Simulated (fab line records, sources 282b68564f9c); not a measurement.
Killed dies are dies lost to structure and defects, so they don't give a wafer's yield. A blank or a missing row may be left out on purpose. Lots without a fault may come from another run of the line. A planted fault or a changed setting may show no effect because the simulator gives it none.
Which tool did it? | flow rit_cmos | 7 lots, 21 wafers sampled, at 1 step of a route of 202

WHAT THE GAUGES READ, wafer by wafer
RIT_FOX2_THK_MEAS_90.
lot  | measured    | on            | FIELD_OXIDE_LEFT_1_THK (nm)
L154 | day 2 11:23 | film_metro-03 | 323 324 328
L157 | day 3 01:23 | film_metro-01 | 328 325 324
L162 | day 4 02:28 | film_metro-03 | 327 331 336
L165 | day 4 17:21 | film_metro-03 | 321 323 320
L169 | day 5 13:50 | film_metro-04 | 329 328 328
L172 | day 6 06:10 | film_metro-01 | 322 320 323
L174 | day 6 19:20 | film_metro-03 | 331 326 332

WHICH TOOL RAN EACH LOT (tool, then ch and the chambers of the sampled wafers, then the start)
The record holds no process step before these readings.

THE ANSWER, worked out from the rows above alone
Rule: what is usual is taken from the lots themselves. Put in order of their means at a reading, lots are off if they are a third of the lots or fewer, leave a main group of 4 or more, and stand apart from it by a gap of 3 or more times the standard deviation of the main group's means; of several such gaps the widest counts. A main group whose means are all the same, to the digits that the tables above print for the reading, isn't used. A lot without any number at a reading at which 4 lots or more have one is off too. The other lots that the step has rows for count as sound.
No lot is off at any reading shown: from this, nothing can be told.

WHAT THE SIMULATOR HAD PUT IN
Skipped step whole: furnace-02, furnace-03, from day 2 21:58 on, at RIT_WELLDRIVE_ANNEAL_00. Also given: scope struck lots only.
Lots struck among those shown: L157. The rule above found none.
